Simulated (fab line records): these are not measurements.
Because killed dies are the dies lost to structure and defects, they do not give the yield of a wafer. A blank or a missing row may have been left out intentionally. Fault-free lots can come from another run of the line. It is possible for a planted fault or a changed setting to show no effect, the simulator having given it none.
The same fault as seen by 2 desks || flow berkeley_cmos170 || every desk sees just its own numbers, and what lay behind them comes last

== FOR THE TOOL OWNER'S DESK: plasma_asher-01 ==
The tool's own readings at UCB170_BACKSIDE_STRIP_03 (strips in O2): means of the sampled wafers that have a number, for each lot that ran on this tool. The brackets show how far a lot's mean lies from the usual mean; more than 4 standard deviations puts the lot out of limits, marked OUT.
Columns: A = chamber_pressure_mTorr at UCB170_BACKSIDE_STRIP_03, usual 3500 mTorr; B = drypump_motor_current_A at UCB170_BACKSIDE_STRIP_03, usual 5.8 A; C = oes_product_au at UCB170_BACKSIDE_STRIP_03, usual 0.735 a.u.; D = strip_time_to_endpoint_s at UCB170_BACKSIDE_STRIP_03, usual 22.00 s
{"lot": "L360", "first seen here": "day 7 21:34", "A": 3501, "B": 6.0, "C": 0.738, "D": 21.96}
{"lot": "L362", "first seen here": "day 8 12:54", "A": 3500, "B": 6.0, "C": 0.736, "D": 22.09}
{"lot": "L364", "first seen here": "day 9 05:25", "A": 3501, "B": 6.0, "C": 0.734, "D": 21.95}
{"lot": "L367", "first seen here": "day 9 05:57", "A": 3499, "B": 6.0, "C": "0.020 (-99 or more) OUT", "D": "43.99 (+99 or more) OUT"}
{"lot": "L366", "first seen here": "day 9 06:34", "A": 3498, "B": 6.0, "C": "0.020 (-99 or more) OUT", "D": "44.16 (+99 or more) OUT"}
{"lot": "L382", "first seen here": "day 12 09:55", "A": 3500, "B": 6.0, "C": 0.734, "D": 21.98}
This desk's verdict: out of limits on L366, L367, starting with L367 at day 9 05:57 (oes_product_au at UCB170_BACKSIDE_STRIP_03). Within limits: L360, L362, L364, L382.

== THE METROLOGY DESK ==
What the gauges read, lot by lot, whatever tool the lot ran on: means of the sampled wafers that have a number. The brackets show how far a lot's mean lies from the usual mean; more than 4 standard deviations puts the lot out of limits, marked OUT.
Columns: A = cd_nm at UCB170_PLDD_CD_MEAS_06, usual 1199.7 nm
{"lot": "L360", "first seen here": "day 7 09:01", "A": 1200.3}
{"lot": "L362", "first seen here": "day 7 20:13", "A": 1198.9}
{"lot": "L361", "first seen here": "day 7 21:50", "A": 1198.0}
{"lot": "L364", "first seen here": "day 8 12:44", "A": 1197.5}
{"lot": "L363", "first seen here": "day 8 12:54", "A": 1199.6}
{"lot": "L367", "first seen here": "day 8 16:17", "A": 1200.4}
{"lot": "L368", "first seen here": "day 8 16:35", "A": 1200.1}
{"lot": "L366", "first seen here": "day 8 16:42", "A": 1200.0}
{"lot": "L365", "first seen here": "day 8 17:14", "A": 1199.5}
{"lot": "L369", "first seen here": "day 9 09:10", "A": 1200.1}
{"lot": "L376", "first seen here": "day 11 03:14", "A": 1198.7}
{"lot": "L380", "first seen here": "day 11 17:38", "A": 1199.3}
{"lot": "L382", "first seen here": "day 11 17:54", "A": 1201.0}
{"lot": "L383", "first seen here": "day 12 04:20", "A": 1198.8}
Finding of this desk: none of the 14 lots has anything out of limits.

== ALL TOGETHER ==
The tool owner's desk could have raised an alarm at day 9 05:57, on L366, L367.
Metrology desk: nothing out of limits seen.
The metrology desk holds a record of L366, L367, inside its limits.
The lots listed all ran UCB170_BACKSIDE_STRIP_03 on plasma_asher-01.

== WHAT WAS PUT IN BY THE SIMULATOR ==
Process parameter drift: plasma_asher-01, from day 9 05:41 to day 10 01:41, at UCB170_BACKSIDE_STRIP_03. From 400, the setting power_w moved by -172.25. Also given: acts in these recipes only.
Lots struck among those shown: L366, L367.
Hours from the fault's start to each desk's first reading out of limits: the tool owner's desk, 0.
